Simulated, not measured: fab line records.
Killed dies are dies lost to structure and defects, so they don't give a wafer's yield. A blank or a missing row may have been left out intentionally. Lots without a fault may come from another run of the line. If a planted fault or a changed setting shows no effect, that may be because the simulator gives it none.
One fault seen from 2 desks | flow berkeley-cmos170 | what lay behind the numbers comes last; until then each desk has only its own

## TOOL OWNER'S DESK, implanter-01
The tool's own readings at UCB170_PLDD_IMPLANT_08: means of the sampled wafers that have a number, for each lot that ran on this tool. Any lot whose mean is over 4 standard deviations away from the usual mean is out of limits and marked OUT; that distance is given in the brackets.
Columns: A = beam-energy-keV at UCB170_PLDD_IMPLANT_08, usual 10.000; B = beam-on-s at UCB170_PLDD_IMPLANT_08, usual 10.02 s; C = faraday-current-uA at UCB170_PLDD_IMPLANT_08, usual 158
lot  | first seen here | A                       | B               | C
L583 | day 7 23:20     | 9.998                   | 10.18           | 156
L585 | day 8 12:43     | 10.001                  | 10.15           | 156
L587 | day 8 16:20     | 10.002                  | 10.00           | 158
L588 | day 9 10:35     | 6.499 (-99 or more) OUT | 17.01 (+35) OUT | 93 (-20) OUT
L592 | day 10 05:37    | 6.503 (-99 or more) OUT | 16.77 (+34) OUT | 95 (-20) OUT
L594 | day 10 06:24    | 6.501 (-99 or more) OUT | 16.65 (+33) OUT | 95 (-20) OUT
Finding of this desk: L588, L592, L594 out of limits; the first was L588 at day 9 10:35, on beam-energy-keV at UCB170_PLDD_IMPLANT_08. Within limits: L583, L585, L587.

## AT THE METROLOGY DESK
Lot by lot, what the gauges showed, no matter which tool ran the lot: averages of those sampled wafers that carry a number. Any lot whose mean is over 4 standard deviations away from the usual mean is out of limits and marked OUT; that distance is given in the brackets.
Columns: A = PVT_OVL at UCB170_PVT_OVL_MEAS_06, usual -2 nm; B = PLDD_TW at UCB170_PLDD_TW_MEAS_11, usual 1014; C = cd-nm at UCB170_PSD_CD_MEAS_06, usual 1200.1 nm; D = PLDD_RS at UCB170_SDANNEAL_RS_MEAS_04, usual 1031.3 ohm/sq
lot  | first seen here | A   | B              | C      | D
L584 | day 6 23:43     | 4   | 1031           | 1199.2 | 1032.1
L583 | day 7 04:45     | -2  | 1017           | 1199.3 | 1029.6
L585 | day 7 13:41     | 1   | 1004           | 1201.2 | 1032.4
L587 | day 7 22:55     | 5   | 1022           | 1199.0 | 1033.3
L586 | day 7 23:50     | 3   | 1028           | 1199.5 | 1033.5
L588 | day 8 11:13     | 2   | 947 (-6.7) OUT | 1200.8 | 1051.0 (+7.9) OUT
L592 | day 9 11:22     | -6  | 944 (-7.0) OUT | 1200.0 | 1048.3 (+6.8) OUT
L594 | day 9 11:38     | -9  | 963 (-5.1) OUT | 1201.3 | 1048.0 (+6.7) OUT
L596 | day 9 11:54     | -2  | 1017           | 1199.8 | 1030.0
L597 | day 9 12:48     | 0   | 1017           | 1201.6 | 1029.0
L601 | day 10 06:25    | -15 | 1001           | 1199.2 | 1028.3
L603 | day 10 06:58    | 4   | 1019           | 1200.3 | 1026.2
L606 | day 11 00:56    | -5  | 997            | 1200.3 | 1035.3
L604 | day 11 01:18    | -6  | 999            | 1199.4 | 1028.7
L605 | day 11 02:56    | -2  | 1020           | 1198.0 | 1033.1
This desk finds L588, L592, L594 out of limits, with the earliest case on L588 at day 9 10:59 (PLDD_TW at UCB170_PLDD_TW_MEAS_11). Within limits: L584, L583, L585, L587, L586, L596, L597, L601, L603, L606, L604, L605.

## TAKEN TOGETHER
The tool owner's desk could have raised an alarm at day 9 10:35, on L588, L592, L594.
L588, L592, L594 would have let the metrology desk raise an alarm at day 9 10:59.
The lots listed all ran UCB170_PLDD_IMPLANT_08 on implanter-01.

## WHAT HAD BEEN PUT IN BY THE SIMULATOR
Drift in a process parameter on implanter-01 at UCB170_PLDD_IMPLANT_08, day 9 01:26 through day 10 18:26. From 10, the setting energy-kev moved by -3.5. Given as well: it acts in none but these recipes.
Shown lots that were struck: L588, L592, L594.
Time in hours from fault onset to the first out-of-limits reading at each desk: tool owner's desk 9, metrology desk 10.
